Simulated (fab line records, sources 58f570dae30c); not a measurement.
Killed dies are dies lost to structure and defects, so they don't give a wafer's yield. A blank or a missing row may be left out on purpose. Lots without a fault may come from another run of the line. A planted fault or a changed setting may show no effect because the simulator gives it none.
One fault seen from 2 desks | flow berkeley_cmos170 | each desk has only its own numbers; what lay behind them comes last

THE TOOL OWNER'S DESK: lpcvd-02
The tool's own readings at UCB170_CONTACT_CVD_01 (deposits PSG from SiH4/O2/PH3, target thk 700 nm, time 2820 s): means of the sampled wafers that have a number, for each lot that ran on this tool. A lot is out of limits, marked OUT, if its mean lies more than 4 standard deviations from the usual mean; the brackets give that distance.
Columns: A = pressure_mtorr at UCB170_CONTACT_CVD_01, usual 300.1 mTorr; B = sih4_flow_sccm at UCB170_CONTACT_CVD_01, usual 60.01 sccm; C = spike_tc_centre_C at UCB170_CONTACT_CVD_01, usual 452.0 C
lot  | first seen here | A     | B     | C
L625 | day 8 00:02     | 300.4 | 59.92 | 450.9
L626 | day 8 01:49     | 299.5 | 60.10 | 452.3
L630 | day 9 05:50     | 300.0 | 59.98 | 451.5
L631 | day 9 05:50     | 301.0 | 60.12 | 453.0
L632 | day 9 05:50     | 299.9 | 60.04 | 450.9
L634 | day 9 15:56     | 301.1 | 59.93 | 450.4
L635 | day 10 01:53    | 299.8 | 60.15 | 453.1
L639 | day 10 21:28    | 300.4 | 59.97 | 453.1
L643 | day 10 23:15    | 300.1 | 59.69 | 451.5
This desk's finding: nothing out of limits on any of the 9 lots.

THE METROLOGY DESK
What the gauges read, lot by lot, whatever tool the lot ran on: means of the sampled wafers that have a number. A lot is out of limits, marked OUT, if its mean lies more than 4 standard deviations from the usual mean; the brackets give that distance.
Columns: A = PSD_TW at UCB170_PSD_TW_MEAS_10, usual 2311; B = CONTACT_PSG_THK at UCB170_CONTACT_THK_MEAS_02, usual 698 nm
lot  | first seen here | A    | B
L625 | day 7 20:25     | 2312 | 688
L626 | day 7 20:33     | 2315 | 693
L628 | day 8 10:43     | 2296 | 695
L632 | day 9 00:03     | 2293 | 691
L630 | day 9 00:20     | 2293 | 704
L631 | day 9 00:34     | 2343 | 695
L634 | day 9 10:17     | 2292 | 696
L633 | day 9 10:35     | 2340 | 700
L635 | day 9 20:23     | 2286 | 704
L636 | day 9 20:26     | 2289 | 704
L637 | day 9 20:41     | 2285 | 703
L638 | day 10 12:34    | 2284 | 701
L639 | day 10 17:18    | 2330 | 1159 (+73) OUT
L643 | day 10 18:02    | 2290 | 1147 (+71) OUT
This desk's finding: out of limits on L639, L643; first on L639, day 10 23:15 (CONTACT_PSG_THK at UCB170_CONTACT_THK_MEAS_02). In limits: L625, L626, L628, L632, L630, L631, L634, L633, L635, L636, L637, L638.

PUT TOGETHER
The metrology desk could have raised an alarm at day 10 23:15, on L639, L643.
The tool owner's desk saw nothing out of limits.
The tool owner's desk has L639, L643 on record, within its limits.
Of the lots named, all ran UCB170_CONTACT_CVD_01 on lpcvd-02.

WHAT THE SIMULATOR HAD PUT IN
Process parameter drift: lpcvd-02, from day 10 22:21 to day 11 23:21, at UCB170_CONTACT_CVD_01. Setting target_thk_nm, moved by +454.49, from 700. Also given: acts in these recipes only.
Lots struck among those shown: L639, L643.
Hours from the fault's start to each desk's first reading out of limits: the metrology desk, 1.
